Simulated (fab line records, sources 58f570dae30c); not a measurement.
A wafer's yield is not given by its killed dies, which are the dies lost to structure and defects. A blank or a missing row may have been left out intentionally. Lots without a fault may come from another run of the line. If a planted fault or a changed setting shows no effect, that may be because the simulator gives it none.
Which tool was responsible? :: flow berkeley-cmos170 :: Sampling: 7 lots, 21 wafers, 5 of 331 route steps

WHAT THE GAUGES READ, wafer by wafer
UCB170_M2_CD_MEAS_15: the cd target is 700 nm.
lot: L490
measured: day 8 01:56
on: cd-sem-01
cd-nm (nm): 701.2 701.3 703.0

lot: L493
measured: day 8 15:26
on: cd-sem-01
cd-nm (nm): 700.3 701.8 701.7

lot: L496
measured: day 9 13:17
on: cd-sem-01
cd-nm (nm): 701.9 700.6 702.4

lot: L498
measured: day 9 23:26
on: cd-sem-01
cd-nm (nm): 700.2 700.2 700.5

lot: L499
measured: day 10 05:55
on: cd-sem-02
cd-nm (nm): 702.7 700.6 699.5

lot: L506
measured: day 11 19:02
on: cd-sem-01
cd-nm (nm): 697.9 699.5 699.6

lot: L509
measured: day 11 19:20
on: cd-sem-01
cd-nm (nm): 699.6 696.9 700.1

WHICH TOOL RAN EACH LOT (tool, then ch and the chambers of the sampled wafers, then the start)
lot: L490
UCB170_M1_STRIP_13: plasma-asher-02 ch 0,1, day 7 15:53
UCB170_V1_ETCH_14: rie-diel-03 ch 0,1,2, day 7 23:12
UCB170_V1_STRIP_15: plasma-asher-04 ch 1, day 7 23:23
UCB170_M2_STRIP_07: plasma-asher-01 ch 0,1, day 8 00:23

lot: L493
UCB170_M1_STRIP_13: plasma-asher-03 ch 0,1, day 8 04:35
UCB170_V1_ETCH_14: rie-diel-03 ch 0,1,2, day 8 12:24
UCB170_V1_STRIP_15: plasma-asher-02 ch 0,1, day 8 12:35
UCB170_M2_STRIP_07: plasma-asher-03 ch 0,1, day 8 13:47

lot: L496
UCB170_M1_STRIP_13: plasma-asher-03 ch 0,1, day 9 03:08
UCB170_V1_ETCH_14: rie-diel-03 ch 1,2, day 9 08:43
UCB170_V1_STRIP_15: plasma-asher-04 ch 0,1, day 9 08:54
UCB170_M2_STRIP_07: plasma-asher-03 ch 0,1, day 9 09:54

lot: L498
UCB170_M1_STRIP_13: plasma-asher-04 ch 0,1, day 9 14:26
UCB170_V1_ETCH_14: rie-diel-03 ch 1,2,3, day 9 20:19
UCB170_V1_STRIP_15: plasma-asher-04 ch 0,1, day 9 20:29
UCB170_M2_STRIP_07: plasma-asher-03 ch 0,1, day 9 22:02

lot: L499
UCB170_M1_STRIP_13: plasma-asher-04 ch 0,1, day 9 21:02
UCB170_V1_ETCH_14: rie-diel-04 ch 0,1,2, day 10 03:01
UCB170_V1_STRIP_15: plasma-asher-04 ch 0, day 10 03:11
UCB170_M2_STRIP_07: plasma-asher-04 ch 0,1, day 10 04:11

lot: L506
UCB170_M1_STRIP_13: plasma-asher-04 ch 0,1, day 11 04:41
UCB170_V1_ETCH_14: rie-diel-01 ch 1,2, day 11 15:46
UCB170_V1_STRIP_15: plasma-asher-02 ch 0,1, day 11 15:56
UCB170_M2_STRIP_07: plasma-asher-01 ch 0, day 11 17:09

lot: L509
UCB170_M1_STRIP_13: plasma-asher-03 ch 1, day 11 06:05
UCB170_V1_ETCH_14: rie-diel-04 ch 0,1, day 11 15:53
UCB170_V1_STRIP_15: plasma-asher-01 ch 0,1, day 11 16:03
UCB170_M2_STRIP_07: plasma-asher-04 ch 0,1, day 11 17:23
- UCB170_M1_STRIP_13: strips in O2.
- UCB170_V1_ETCH_14: etches SiO2 in CHF3/CF4/Ar, stops on Al, target depth 1250 nm, time 291 s.
- UCB170_V1_STRIP_15: strips in O2.
- UCB170_M2_STRIP_07: strips in O2.

THE ANSWER, worked out from the rows above alone
Rule: usual is defined by the lots themselves. Put in order of their means at a reading, lots are off if they are a third of the lots or fewer, leave a main group of 4 or more, and stand apart from it by a gap of 3 or more times the standard deviation of the main group's means; of several such gaps the widest counts. A main group whose means are all the same, to the digits that the tables above print for the reading, isn't used. A lot without any number at a reading at which 4 lots or more have one is off too. Any other lot the step has rows for is counted as sound.
None of the lots is off at any reading shown; this tells nothing.

WHAT THE SIMULATOR HAD INSERTED
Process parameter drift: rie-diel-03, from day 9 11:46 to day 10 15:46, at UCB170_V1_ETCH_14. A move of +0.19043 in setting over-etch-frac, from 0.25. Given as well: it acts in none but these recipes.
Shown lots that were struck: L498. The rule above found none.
